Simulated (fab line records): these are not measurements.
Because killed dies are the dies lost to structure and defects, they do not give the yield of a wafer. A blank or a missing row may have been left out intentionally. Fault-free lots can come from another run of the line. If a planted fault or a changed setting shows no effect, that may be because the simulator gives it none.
A single fault, viewed from 2 desks + flow berkeley-cmos170 + only its own numbers are on each desk; what lay behind them is given at the end

== THE METROLOGY DESK ==
What the gauges read for every lot (on any tool): the sampled wafers with a number, averaged. A lot is out of limits, marked OUT, if its mean lies more than 4 standard deviations from the usual mean; the brackets give that distance.
Columns: A = cd-nm at UCB170_ACTIVE_CD_MEAS_13, usual 1200.2 nm; B = M2_OVL at UCB170_M2_OVL_MEAS_16, usual 0 nm
| lot  | first seen here | A      | B  |
|------|-----------------|--------|----|
| L272 | day 4 10:44     | 1199.9 | 0  |
| L273 | day 4 11:04     | 1200.6 | 2  |
| L275 | day 5 02:42     | 1198.8 | 0  |
| L276 | day 5 02:46     | 1200.8 | -2 |
| L277 | day 5 05:38     | 1200.0 | -4 |
| L278 | day 5 15:24     | 1201.2 | -0 |
| L279 | day 5 20:13     | 1200.0 | -2 |
| L280 | day 5 20:20     | 1200.9 | 5  |
| L282 | day 6 15:42     | 1200.5 | 1  |
| L287 | day 7 15:58     | 1202.3 | -9 |
| L289 | day 7 21:14     | 1197.8 | 4  |
| L288 | day 7 21:27     | 1200.5 | 5  |
| L294 | day 8 17:34     | 1200.5 | 4  |
| L295 | day 8 18:04     | 1199.4 | 5  |
Result from this desk: across the 14 lots, nothing is out of limits.

== TOOL OWNER'S DESK, rtp-anneal-02 ==
Per lot that ran on this tool, the mean of the sampled wafers carrying a number, from the tool's own readings at UCB170_CONTACT_RTA_08 (time 10 s). A lot is out of limits, marked OUT, if its mean lies more than 4 standard deviations from the usual mean; the brackets give that distance.
Columns: A = lamp-power-pct at UCB170_CONTACT_RTA_08, usual 25.64 %; B = wafer_temp_C_max at UCB170_CONTACT_RTA_08, usual 903.3
| lot  | first seen here | A               | B     |
|------|-----------------|-----------------|-------|
| L273 | day 6 22:46     | 25.54           | 902.9 |
| L272 | day 6 23:04     | 25.53           | 902.9 |
| L276 | day 8 01:33     | 25.53           | 902.7 |
| L277 | day 8 01:36     | 25.54           | 902.8 |
| L279 | day 8 20:14     | 25.55           | 902.7 |
| L282 | day 9 14:37     | 25.54           | 902.6 |
| L289 | day 10 13:06    | 27.20 (+12) OUT | 903.0 |
| L288 | day 10 18:20    | 27.15 (+12) OUT | 904.0 |
This desk's finding: out of limits on L288, L289; first on L289, day 10 13:06 (lamp-power-pct at UCB170_CONTACT_RTA_08). Within limits: L273, L272, L276, L277, L279, L282.

== BROUGHT TOGETHER ==
The tool owner's desk could have raised an alarm at day 10 13:06, on L288, L289.
Nothing out of limits was seen by the metrology desk.
The metrology desk holds a record of L288, L289, inside its limits.
All the named lots went through UCB170_CONTACT_RTA_08 on rtp-anneal-02.

== WHAT THE SIMULATOR HAD PUT IN ==
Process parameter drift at UCB170_CONTACT_RTA_08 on rtp-anneal-02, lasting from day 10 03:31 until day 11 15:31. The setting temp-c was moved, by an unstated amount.
Lots struck among those shown: L288, L289.
Each desk's first reading out of limits, in hours after the fault started: the tool owner's desk, 10.
